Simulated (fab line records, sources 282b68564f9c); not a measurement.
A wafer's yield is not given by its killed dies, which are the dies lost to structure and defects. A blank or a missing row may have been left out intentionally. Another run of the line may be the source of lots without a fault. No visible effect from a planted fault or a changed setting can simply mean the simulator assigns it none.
fab line records + flow rit-cmos
record:
- lots: 13
- wafers: 39
- last-day: 7
route steps=202 shown M1@190
lots that met no fault: from a run of the same line without faults
start-h: hours from the record's opening day to when the first of the lot's shown wafers began + wait-h: how many hours have passed since the lot's step before this one + " the same as in the row above + L1.1+2: one row covering several wafers at once + - value missing, or start not given + * or withheld: withheld + < > ~ a bound
route shown NAME@n: a module of which the file shows steps, and the number in the route of the first + usual: mean and standard deviation over wafers with no fault + same: alike in all rows + chamber/n: place in a boat + sites: each site's reading + _std_site: how widely they spread, as a standard deviation + _edge_site: outer sites' mean less inner sites' + radius-mm: how far each site lies from the wafer's centre + mask NAME#n: copy n + behind: the tool/chamber that last shaped the wafer + hold: cause of the lot's hold/its duration in hours/its outcome + device: transistor that didn't switch, given as n, p or np + end of line: tests run on the same wafers once the route is complete + a step given without rows: its recipe and nothing more + killed: not the wafer's yield, but the dies lost to structure and defects at the first sort + map: per-die view of a wafer (x killed, . not killed, _ where there is no die)
set.NAME: the setting as run; set.NAME@STEP: as run at that earlier step + model.NAME: the simulator's own value behind a step, which no gauge read
route steps across a sampled set of lots; one table per step, one row per wafer
services: a tool's chamber out of use, with start hour (start-h, from the record's first day; less than 0 if before it), hours out, and reason
== steps ==
step: RIT_M1_EXPOSE_06
recipe:
- mask-id: M12
- na: 0.6
- source-shape: conventional
- sigma-outer: 0.5
- target-cd-nm: 2600
- dose-mj: 250
usual:
- focus-offset-nm: 0.0/0.52
| lot.wafer | tool             | chamber | start-h | wait-h | mask     | focus-offset-nm |
|-----------|------------------|---------|---------|--------|----------|-----------------|
| L688.2    | iline-stepper-01 | 0       | 60.20   | 0.3    | M12#0    | -0.2            |
| L688.3    | "                | 0       | "       | "      | M12#0    | -0.2            |
| L688.5    | "                | 0       | "       | "      | M12#0    | 0.0             |
| L689.1    | iline-stepper-01 | 0       | 63.88   | 0.1    | M12#0    | 0.9             |
| L689.3    | "                | 0       | "       | "      | M12#0    | 0.2             |
| L689.5    | "                | 0       | "       | "      | M12#0    | 1.5             |
| L690.2    | iline-stepper-01 | 0       | 68.19   | 0.1    | M12#0    | -0.1            |
| L690.3    | "                | 0       | "       | "      | M12#0    | -0.4            |
| L690.5    | "                | 0       | "       | "      | M12#0    | -0.4            |
| L691.1    | iline-stepper-02 | 0       | 74.86   | 0.2    | M12#0    | 0.0             |
| L691.3    | "                | 0       | "       | "      | M12#0    | 0.0             |
| L691.4    | "                | 0       | "       | "      | M12#0    | 0.0             |
| L693.2    | iline-stepper-02 | 0       | 84.27   | 0.2    | M12#0    | -0.5            |
| L693.4    | "                | 0       | "       | "      | M12#0    | 0.4             |
| L693.6    | "                | 0       | "       | "      | M12#0    | 0.4             |
| L694.1    | iline-stepper-01 | 0       | 88.05   | 0.2    | M12#0    | 0.0             |
| L694.4    | "                | 0       | "       | "      | M12#0    | -0.5            |
| L694.6    | "                | 0       | "       | "      | M12#0    | -0.1            |
| L695.2    | iline-stepper-01 | 0       | 94.46   | 0.1    | M12_R1#0 | 0.0             |
| L695.5    | "                | 0       | "       | "      | M12_R1#0 | -0.6            |
| L695.6    | "                | 0       | "       | "      | M12_R1#0 | -0.1            |
| L704.1    | iline-stepper-02 | 0       | 138.81  | 0.1    | M12#0    | 0.8             |
| L704.2    | "                | 0       | "       | "      | M12#0    | -0.3            |
| L704.3    | "                | 0       | "       | "      | M12#0    | 0.3             |
| L705.2    | iline-stepper-01 | 0       | 143.52  | 0.2    | M12#0    | 1.4             |
| L705.3    | "                | 0       | "       | "      | M12#0    | 1.1             |
| L705.4    | "                | 0       | "       | "      | M12#0    | 0.0             |
| L706.1    | iline-stepper-02 | 0       | 149.21  | 0.3    | M12#0    | -0.3            |
| L706.2    | "                | 0       | "       | "      | M12#0    | -0.3            |
| L706.5    | "                | 0       | "       | "      | M12#0    | -0.8            |
| L707.2    | iline-stepper-01 | 0       | 154.25  | 0.2    | M12#0    | -0.1            |
| L707.3    | "                | 0       | "       | "      | M12#0    | -0.1            |
| L707.4    | "                | 0       | "       | "      | M12#0    | 0.3             |
| L708.2    | iline-stepper-02 | 0       | 158.36  | 0.2    | M12#0    | 0.7             |
| L708.3    | "                | 0       | "       | "      | M12#0    | 0.0             |
| L708.4    | "                | 0       | "       | "      | M12#0    | 0.5             |
| L709.1    | iline-stepper-01 | 0       | 163.77  | 0.2    | M12#0    | -0.5            |
| L709.3    | "                | 0       | "       | "      | M12#0    | 1.1             |
| L709.5    | "                | 0       | "       | "      | M12#0    | -0.3            |
step: RIT_M1_CD_MEAS_09
recipe:
- target-cd-nm: 2600
usual:
- cd-nm: 2600.2/2.2
| lot.wafer | tool      | chamber | start-h | wait-h | cd-nm  |
|-----------|-----------|---------|---------|--------|--------|
| L688.2    | cd-sem-01 | -       | 60.71   | -      | 2599.2 |
| L688.3    | "         | -       | "       | "      | 2597.7 |
| L688.5    | "         | -       | "       | "      | 2598.9 |
| L689.1    | cd-sem-02 | -       | 64.31   | -      | 2599.9 |
| L689.3    | "         | -       | "       | "      | 2600.8 |
| L689.5    | "         | -       | "       | "      | 2600.7 |
| L690.2    | cd-sem-02 | -       | 68.62   | -      | 2603.8 |
| L690.3    | "         | -       | "       | "      | 2605.0 |
| L690.5    | "         | -       | "       | "      | 2604.6 |
| L691.1    | cd-sem-01 | -       | 75.29   | -      | 2599.9 |
| L691.3    | "         | -       | "       | "      | 2599.0 |
| L691.4    | "         | -       | "       | "      | 2600.0 |
| L693.2    | cd-sem-02 | -       | 84.70   | -      | 2600.2 |
| L693.4    | "         | -       | "       | "      | 2602.9 |
| L693.6    | "         | -       | "       | "      | 2603.4 |
| L694.1    | cd-sem-01 | -       | 88.48   | -      | 2598.3 |
| L694.4    | "         | -       | "       | "      | 2597.6 |
| L694.6    | "         | -       | "       | "      | 2594.7 |
| L695.2    | cd-sem-01 | -       | 94.89   | -      | 2249.4 |
| L695.5    | "         | -       | "       | "      | 2249.4 |
| L695.6    | "         | -       | "       | "      | 2248.0 |
| L704.1    | cd-sem-02 | -       | 139.24  | -      | 2597.2 |
| L704.2    | "         | -       | "       | "      | 2596.5 |
| L704.3    | "         | -       | "       | "      | 2600.8 |
| L705.2    | cd-sem-02 | -       | 143.95  | -      | 2599.7 |
| L705.3    | "         | -       | "       | "      | 2599.7 |
| L705.4    | "         | -       | "       | "      | 2599.6 |
| L706.1    | cd-sem-01 | -       | 149.64  | -      | 2602.9 |
| L706.2    | "         | -       | "       | "      | 2599.9 |
| L706.5    | "         | -       | "       | "      | 2602.2 |
| L707.2    | cd-sem-02 | -       | 154.70  | -      | 2600.9 |
| L707.3    | "         | -       | "       | "      | 2599.1 |
| L707.4    | "         | -       | "       | "      | 2599.3 |
| L708.2    | cd-sem-01 | -       | 158.79  | -      | 2603.1 |
| L708.3    | "         | -       | "       | "      | 2602.2 |
| L708.4    | "         | -       | "       | "      | 2602.0 |
| L709.1    | cd-sem-01 | -       | 164.20  | -      | 2605.1 |
| L709.3    | "         | -       | "       | "      | 2602.8 |
| L709.5    | "         | -       | "       | "      | 2606.8 |
step: RIT_M1_CD_MEAS_90
recipe:
- target-cd-nm: 2600
usual:
- cd-nm: 2601.0/2.7
| lot.wafer | tool      | chamber | start-h | wait-h | cd-nm  |
|-----------|-----------|---------|---------|--------|--------|
| L688.2    | cd-sem-01 | -       | 61.64   | 0.1    | 2598.1 |
| L688.3    | "         | -       | "       | "      | 2599.5 |
| L688.5    | "         | -       | "       | "      | 2599.6 |
| L689.1    | cd-sem-01 | -       | 65.24   | 0.1    | 2603.5 |
| L689.3    | "         | -       | "       | "      | 2599.3 |
| L689.5    | "         | -       | "       | "      | 2604.5 |
| L690.2    | cd-sem-02 | -       | 69.54   | 0.1    | 2603.0 |
| L690.3    | "         | -       | "       | "      | 2603.8 |
| L690.5    | "         | -       | "       | "      | 2602.9 |
| L691.1    | cd-sem-01 | -       | 76.24   | 0.1    | 2602.3 |
| L691.3    | "         | -       | "       | "      | 2599.5 |
| L691.4    | "         | -       | "       | "      | 2601.3 |
| L693.2    | cd-sem-02 | -       | 85.64   | 0.1    | 2600.4 |
| L693.4    | "         | -       | "       | "      | 2604.7 |
| L693.6    | "         | -       | "       | "      | 2603.7 |
| L694.1    | cd-sem-02 | -       | 89.43   | 0.1    | 2601.0 |
| L694.4    | "         | -       | "       | "      | 2598.1 |
| L694.6    | "         | -       | "       | "      | 2593.8 |
| L695.2    | cd-sem-01 | -       | 95.81   | 0.1    | 2253.3 |
| L695.5    | "         | -       | "       | "      | 2252.4 |
| L695.6    | "         | -       | "       | "      | 2246.1 |
| L704.1    | cd-sem-02 | -       | 140.18  | 0.1    | 2597.5 |
| L704.2    | "         | -       | "       | "      | 2600.2 |
| L704.3    | "         | -       | "       | "      | 2599.4 |
| L705.2    | cd-sem-02 | -       | 144.87  | 0.1    | 2599.0 |
| L705.3    | "         | -       | "       | "      | 2600.1 |
| L705.4    | "         | -       | "       | "      | 2602.7 |
| L706.1    | cd-sem-01 | -       | 150.57  | 0.1    | 2599.9 |
| L706.2    | "         | -       | "       | "      | 2603.3 |
| L706.5    | "         | -       | "       | "      | 2599.8 |
| L707.2    | cd-sem-02 | -       | 155.62  | 0.1    | 2601.3 |
| L707.3    | "         | -       | "       | "      | 2601.0 |
| L707.4    | "         | -       | "       | "      | 2599.4 |
| L708.2    | cd-sem-01 | -       | 159.73  | 0.1    | 2604.6 |
| L708.3    | "         | -       | "       | "      | 2603.5 |
| L708.4    | "         | -       | "       | "      | 2603.0 |
| L709.1    | cd-sem-01 | -       | 165.12  | 0.1    | 2608.6 |
| L709.3    | "         | -       | "       | "      | 2601.0 |
| L709.5    | "         | -       | "       | "      | 2604.8 |
step: RIT_M1_PROBE_99
usual:
- defect-limited-yield: 97.5/1.2
- killed_at_M0_to_M3: 0.0/0.083
- killed-at-contacts: 0.1/0.31
- killed-at-front-end: 7/3.1
- killed-dies: 7/3.1
- killed-open: 3.3/1.9
- killed-short: 3.3/2
- sort_bin_3_pad_short: 0.1/0.21
- sort_bin_5_function: 1.5/0.88
- sort_bin_6_memory: 0.9/0.64
- sort-n-pass: 257/3.1
- sort-yield-pct: 97.5/1.2
same:
- gross-dies: 264
- killed_at_M4_up: 0
- killed-at-back-side: 0
- killed-at-other: 0
| lot.wafer | tool      | chamber | start-h | wait-h | defect-limited-yield[%] | killed_at_M0_to_M3 | killed-at-contacts | killed-at-front-end | killed-dies | killed-open | killed-short | sort_bin_3_pad_short[%] | sort_bin_5_function[%] | sort_bin_6_memory[%] | sort-n-pass | sort-yield-pct[%] |
|-----------|-----------|---------|---------|--------|-------------------------|--------------------|--------------------|---------------------|-------------|-------------|--------------|-------------------------|------------------------|----------------------|-------------|-------------------|
| L688.2    | prober-01 | -       | 63.72   | 0.1    | 98.1                    | 0                  | 0                  | 5                   | 5           | 2           | 3            | 0                       | 1.5                    | 0.4                  | 259         | 98.1              |
| L688.3    | prober-01 | -       | 63.77   | 0.2    | 98.1                    | 0                  | 0                  | 5                   | 5           | 1           | 4            | 0                       | 1.5                    | 0.4                  | 259         | 98.1              |
| L688.5    | prober-01 | -       | 63.87   | 0.2    | 96.6                    | 0                  | 0                  | 9                   | 9           | 5           | 4            | 0                       | 2.7                    | 0.8                  | 255         | 96.6              |
| L689.1    | prober-01 | -       | 66.98   | 0.1    | 98.1                    | 0                  | 0                  | 5                   | 5           | 3           | 2            | 0                       | 1.1                    | 0.8                  | 259         | 98.1              |
| L689.3    | prober-01 | -       | 67.08   | 0.2    | 97.7                    | 0                  | 0                  | 6                   | 6           | 3           | 3            | 0.8                     | 0.4                    | 1.1                  | 258         | 97.7              |
| L689.5    | prober-01 | -       | 67.18   | 0.2    | 96.2                    | 0                  | 0                  | 10                  | 10          | 6           | 4            | 0                       | 1.9                    | 1.9                  | 254         | 96.2              |
| L690.2    | prober-01 | -       | 71.31   | 0.1    | 97.3                    | 0                  | 0                  | 7                   | 7           | 4           | 3            | 0                       | 2.3                    | 0.4                  | 257         | 97.3              |
| L690.3    | prober-01 | -       | 71.36   | 0.2    | 96.6                    | 0                  | 0                  | 9                   | 9           | 3           | 6            | 0.4                     | 1.1                    | 1.9                  | 255         | 96.6              |
| L690.5    | prober-01 | -       | 71.46   | 0.2    | 95.8                    | 0                  | 0                  | 11                  | 11          | 3           | 8            | 0.4                     | 1.5                    | 2.3                  | 253         | 95.8              |
| L691.1    | prober-01 | -       | 77.98   | 0.1    | 99.2                    | 0                  | 0                  | 2                   | 2           | 1           | 1            | 0                       | 0                      | 0.8                  | 262         | 99.2              |
| L691.3    | prober-01 | -       | 78.08   | 0.2    | 98.5                    | 0                  | 0                  | 4                   | 4           | 2           | 2            | 0.4                     | 0.4                    | 0.8                  | 260         | 98.5              |
| L691.4    | prober-01 | -       | 78.13   | 0.2    | 98.5                    | 0                  | 0                  | 4                   | 4           | 2           | 2            | 0                       | 1.1                    | 0.4                  | 260         | 98.5              |
| L693.2    | prober-01 | -       | 88.07   | 0.1    | 96.6                    | 0                  | 0                  | 9                   | 9           | 4           | 5            | 0.4                     | 2.3                    | 0.8                  | 255         | 96.6              |
| L693.4    | prober-01 | -       | 88.17   | 0.2    | 98.1                    | 0                  | 0                  | 5                   | 5           | 2           | 3            | 0                       | 0.4                    | 1.5                  | 259         | 98.1              |
| L693.6    | prober-01 | -       | 88.27   | 0.2    | 97.3                    | 0                  | 0                  | 7                   | 7           | 3           | 4            | 0                       | 2.7                    | 0                    | 257         | 97.3              |
| L694.1    | prober-01 | -       | 91.17   | 0.1    | 98.9                    | 0                  | 0                  | 3                   | 3           | 3           | 0            | 0                       | 1.1                    | 0                    | 261         | 98.9              |
| L694.4    | prober-01 | -       | 91.32   | 0.2    | 98.9                    | 0                  | 0                  | 3                   | 3           | 0           | 3            | 0.4                     | 0.4                    | 0.4                  | 261         | 98.9              |
| L694.6    | prober-01 | -       | 91.42   | 0.2    | 97.3                    | 0                  | 0                  | 7                   | 7           | 4           | 3            | 0                       | 2.3                    | 0.4                  | 257         | 97.3              |
| L695.2    | prober-01 | -       | 97.58   | 0.1    | 87.9                    | 25                 | 0                  | 7                   | 32          | 4           | 3            | 0                       | 11.4                   | 0.8                  | 232         | 87.9              |
| L695.5    | prober-01 | -       | 97.73   | 0.2    | 90.9                    | 20                 | 0                  | 4                   | 24          | 2           | 2            | 0                       | 8.7                    | 0.4                  | 240         | 90.9              |
| L695.6    | prober-01 | -       | 97.78   | 0.2    | 88.6                    | 21                 | 0                  | 9                   | 30          | 7           | 2            | 0.4                     | 10.2                   | 0.8                  | 234         | 88.6              |
| L704.1    | prober-01 | -       | 141.92  | 0.1    | 98.1                    | 0                  | 0                  | 5                   | 5           | 3           | 1            | 0                       | 1.9                    | 0                    | 259         | 98.1              |
| L704.2    | prober-01 | -       | 141.97  | 0.1    | 98.5                    | 0                  | 0                  | 4                   | 4           | 2           | 1            | 0                       | 1.1                    | 0.4                  | 260         | 98.5              |
| L704.3    | prober-01 | -       | 142.02  | 0.2    | 98.5                    | 0                  | 0                  | 4                   | 4           | 1           | 2            | 0.4                     | 0                      | 1.1                  | 260         | 98.5              |
| L705.2    | prober-01 | -       | 147.07  | 0.1    | 98.5                    | 0                  | 0                  | 4                   | 4           | 2           | 2            | 0                       | 0.8                    | 0.8                  | 260         | 98.5              |
| L705.3    | prober-01 | -       | 147.12  | 0.2    | 97.7                    | 0                  | 0                  | 6                   | 6           | 4           | 2            | 0                       | 1.9                    | 0.4                  | 258         | 97.7              |
| L705.4    | prober-01 | -       | 147.17  | 0.2    | 95.8                    | 0                  | 1                  | 10                  | 11          | 8           | 3            | 0                       | 2.7                    | 1.5                  | 253         | 95.8              |
| L706.1    | prober-01 | -       | 153.44  | 0.1    | 97.0                    | 0                  | 0                  | 8                   | 8           | 4           | 4            | 0.4                     | 2.3                    | 0.4                  | 256         | 97.0              |
| L706.2    | prober-01 | -       | 153.49  | 0.1    | 97.7                    | 0                  | 0                  | 6                   | 6           | 5           | 1            | 0.4                     | 1.1                    | 0.8                  | 258         | 97.7              |
| L706.5    | prober-01 | -       | 153.64  | 0.2    | 97.0                    | 0                  | 0                  | 8                   | 8           | 4           | 4            | 0                       | 2.3                    | 0.8                  | 256         | 97.0              |
| L707.2    | prober-01 | -       | 158.61  | 0.1    | 97.3                    | 0                  | 0                  | 7                   | 7           | 5           | 2            | 0                       | 1.1                    | 1.5                  | 257         | 97.3              |
| L707.3    | prober-01 | -       | 158.66  | 0.2    | 98.1                    | 0                  | 0                  | 5                   | 5           | 4           | 1            | 0                       | 1.1                    | 0.8                  | 259         | 98.1              |
| L707.4    | prober-01 | -       | 158.71  | 0.2    | 97.0                    | 0                  | 0                  | 8                   | 8           | 2           | 6            | 0                       | 1.1                    | 1.9                  | 256         | 97.0              |
| L708.2    | prober-01 | -       | 161.50  | 0.1    | 98.5                    | 0                  | 0                  | 4                   | 4           | 1           | 3            | 0                       | 1.1                    | 0.4                  | 260         | 98.5              |
| L708.3    | prober-01 | -       | 161.55  | 0.2    | 97.7                    | 0                  | 0                  | 6                   | 6           | 5           | 1            | 0                       | 1.1                    | 1.1                  | 258         | 97.7              |
| L708.4    | prober-01 | -       | 161.60  | 0.2    | 99.6                    | 0                  | 0                  | 1                   | 1           | 1           | 0            | 0                       | 0                      | 0.4                  | 263         | 99.6              |
| L709.1    | prober-01 | -       | 166.86  | 0.1    | 96.2                    | 0                  | 0                  | 10                  | 10          | 7           | 3            | 0                       | 3.4                    | 0.4                  | 254         | 96.2              |
| L709.3    | prober-01 | -       | 166.96  | 0.2    | 98.1                    | 0                  | 0                  | 5                   | 5           | 2           | 3            | 0                       | 1.5                    | 0.4                  | 259         | 98.1              |
| L709.5    | prober-01 | -       | 167.06  | 0.2    | 97.3                    | 0                  | 0                  | 7                   | 7           | 5           | 2            | 0                       | 1.1                    | 1.5                  | 257         | 97.3              |
killed by level:class
L688.2 REOX:geometric-particle:open=2 FOX1:geometric-particle:short=1 GATE:geometric-particle:short=1 REOX:geometric-particle:short=1
L688.3 FOX1:geometric-particle:short=1 FOX1:geometric-particle:open=1 FOX2:geometric-particle:short=1 GATE:geometric-particle:short=1 SPACER:geometric-particle:short=1
L688.5 FOX1:geometric-particle:short=2 REOX:geometric-particle:open=2 SPACER:geometric-particle:open=2 FOX1:geometric-particle:open=1 GATE:geometric-particle:short=1 SPACER:geometric-particle:short=1
L689.1 FOX2:geometric-particle:short=2 GATE:geometric-particle:open=1 REOX:geometric-particle:open=1 SPACER:geometric-particle:open=1
L689.3 SILICIDE:geometric-particle:short=2 FOX1:geometric-particle:open=1 FOX2:geometric-particle:open=1 FOX2:geometric-particle:short=1 SILICIDE:geometric-particle:open=1
L689.5 GATE:geometric-particle:open=4 GATE:geometric-particle:short=3 FOX2:geometric-particle:open=1 SPACER:geometric-particle:short=1 SPACER:geometric-particle:open=1
L690.2 SPACER:geometric-particle:open=2 FOX1:geometric-particle:open=1 GATE:geometric-particle:short=1 REOX:geometric-particle:open=1 REOX:geometric-particle:short=1 SILICIDE:geometric-particle:short=1
L690.3 FOX1:geometric-particle:short=3 FOX2:geometric-particle:short=1 FOX2:geometric-particle:open=1 GATE:geometric-particle:open=1 GATE:geometric-particle:short=1 SILICIDE:geometric-particle:short=1 SILICIDE:geometric-particle:open=1
L690.5 GATE:geometric-particle:short=5 GATE:geometric-particle:open=2 SILICIDE:geometric-particle:short=2 REOX:geometric-particle:open=1 SPACER:geometric-particle:short=1
L691.1 REOX:geometric-particle:short=1 SILICIDE:geometric-particle:open=1
L691.3 FOX1:geometric-particle:short=1 GATE:geometric-particle:short=1 REOX:geometric-particle:open=1 SPACER:geometric-particle:open=1
L691.4 GATE:geometric-particle:open=2 GATE:geometric-particle:short=1 SPACER:geometric-particle:short=1
L693.2 GATE:geometric-particle:short=4 FOX1:geometric-particle:open=2 FOX1:geometric-particle:short=1 GATE:geometric-particle:open=1 SILICIDE:geometric-particle:open=1
L693.4 FOX1:geometric-particle:open=2 GATE:geometric-particle:short=2 REOX:geometric-particle:short=1
L693.6 FOX1:geometric-particle:short=2 GATE:geometric-particle:open=2 FOX1:geometric-particle:open=1 GATE:geometric-particle:short=1 SPACER:geometric-particle:short=1
L694.1 GATE:geometric-particle:open=3
L694.4 REOX:geometric-particle:short=2 FOX2:geometric-particle:short=1
L694.6 SPACER:geometric-particle:open=3 SPACER:geometric-particle:short=3 GATE:geometric-particle:open=1
L695.2 M1:area-expose=25 FOX1:geometric-particle:open=2 REOX:geometric-particle:short=2 FOX1:geometric-particle:short=1 GATE:geometric-particle:open=1 SILICIDE:geometric-particle:open=1
L695.5 M1:area-expose=20 FOX1:geometric-particle:short=1 GATE:geometric-particle:open=1 GATE:geometric-particle:short=1 SILICIDE:geometric-particle:open=1
L695.6 M1:area-expose=21 GATE:geometric-particle:open=3 SILICIDE:geometric-particle:open=2 FOX1:geometric-particle:open=1 FOX1:geometric-particle:short=1 SPACER:geometric-particle:open=1 SPACER:geometric-particle:short=1
L704.1 REOX:geometric-particle:open=1 REOX:geometric-particle:short=1 SPACER:geometric-particle:open=1 SILICIDE:geometric-particle:open=1 NLDD:coat-microbubble-printed=1
L704.2 FOX1:geometric-particle:short=1 GATE:geometric-particle:open=1 SPACER:geometric-particle:open=1 NLDD:coat-microbubble-printed=1
L704.3 FOX1:geometric-particle:short=1 GATE:geometric-particle:short=1 SILICIDE:geometric-particle:open=1 NLDD:coat-microbubble-printed=1
L705.2 REOX:geometric-particle:short=2 GATE:geometric-particle:open=1 REOX:geometric-particle:open=1
L705.3 GATE:geometric-particle:open=2 GATE:geometric-particle:short=2 FOX1:geometric-particle:open=1 REOX:geometric-particle:open=1
L705.4 GATE:geometric-particle:open=4 REOX:geometric-particle:open=2 FOX1:geometric-particle:short=1 REOX:geometric-particle:short=1 SPACER:geometric-particle:short=1 SILICIDE:geometric-particle:open=1 CONTACT:geometric-particle:open=1
L706.1 FOX1:geometric-particle:open=2 GATE:geometric-particle:short=2 REOX:geometric-particle:open=2 ACTIVE:geometric-particle:short=1 SILICIDE:geometric-particle:short=1
L706.2 FOX2:geometric-particle:open=2 FOX1:geometric-particle:open=1 FOX1:geometric-particle:short=1 GATE:geometric-particle:open=1 SILICIDE:geometric-particle:open=1
L706.5 GATE:geometric-particle:short=3 FOX1:geometric-particle:open=2 GATE:geometric-particle:open=1 REOX:geometric-particle:short=1 REOX:geometric-particle:open=1
L707.2 GATE:geometric-particle:open=3 FOX1:geometric-particle:open=1 FOX1:geometric-particle:short=1 REOX:geometric-particle:short=1 SILICIDE:geometric-particle:open=1
L707.3 FOX2:geometric-particle:open=2 REOX:geometric-particle:open=1 REOX:geometric-particle:short=1 SPACER:geometric-particle:open=1
L707.4 FOX2:geometric-particle:short=3 SILICIDE:geometric-particle:short=2 FOX1:geometric-particle:open=1 GATE:geometric-particle:open=1 SPACER:geometric-particle:short=1
L708.2 FOX2:geometric-particle:short=1 GATE:geometric-particle:short=1 GATE:geometric-particle:open=1 SPACER:geometric-particle:short=1
L708.3 GATE:geometric-particle:open=3 SPACER:geometric-particle:open=2 GATE:geometric-particle:short=1
L708.4 FOX2:geometric-particle:open=1
L709.1 FOX1:geometric-particle:open=3 GATE:geometric-particle:open=2 SPACER:geometric-particle:short=2 FOX2:geometric-particle:open=1 GATE:geometric-particle:short=1 REOX:geometric-particle:open=1
L709.3 SILICIDE:geometric-particle:short=2 GATE:geometric-particle:short=1 REOX:geometric-particle:open=1 SPACER:geometric-particle:open=1
L709.5 GATE:geometric-particle:open=3 REOX:geometric-particle:open=2 REOX:geometric-particle:short=2
== services ==
| tool             | chamber | start-h | hours | kind                    |
|------------------|---------|---------|-------|-------------------------|
| iline-stepper-01 | 0       | 42.21   | -     | calibration             |
| iline-stepper-01 | -       | 45.80   | 2.1   | pm                      |
| iline-stepper-01 | -       | 47.88   | -     | consumable-replace:lamp |
| iline-stepper-01 | -       | 48.14   | 11.8  | repair                  |
| iline-stepper-02 | -       | 110.06  | 4.4   | repair                  |
| iline-stepper-01 | -       | 123.65  | 1.7   | pm                      |
| iline-stepper-01 | -       | 126.06  | 9.4   | repair                  |
| iline-stepper-02 | 0       | 162.97  | -     | calibration             |
== key ==
first-sign:
- step: RIT_M1_EXPOSE_06
- reading: mask
- direction: changed
effect:
- step: RIT_M1_CD_MEAS_09
- reading: cd-nm
- direction: down
- sigmas: 99+
- usual: 2600.2
- struck: 2249.0
effect:
- step: RIT_M1_CD_MEAS_90
- reading: cd-nm
- direction: down
- sigmas: 99+
- usual: 2601.0
- struck: 2250.6
effect:
- step: RIT_M1_PROBE_99
- reading: killed_at_M0_to_M3
- direction: up
- sigmas: 22
- usual: 0.0
- struck: 22
more-kills-born-at:
- RIT_M1_EXPOSE_06@iline-stepper-01: 66
met-at RIT_M1_EXPOSE_06
struck-lots L695
onset-between 88.05 94.46
fault:
- kind: wrong-mask
- tool: any
- chamber: -
- onset-h: 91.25
- steps: RIT_M1_EXPOSE_06
- aux-copy: M12_R1#0
- cd-offset-nm: -350
- scope: struck-lots-only
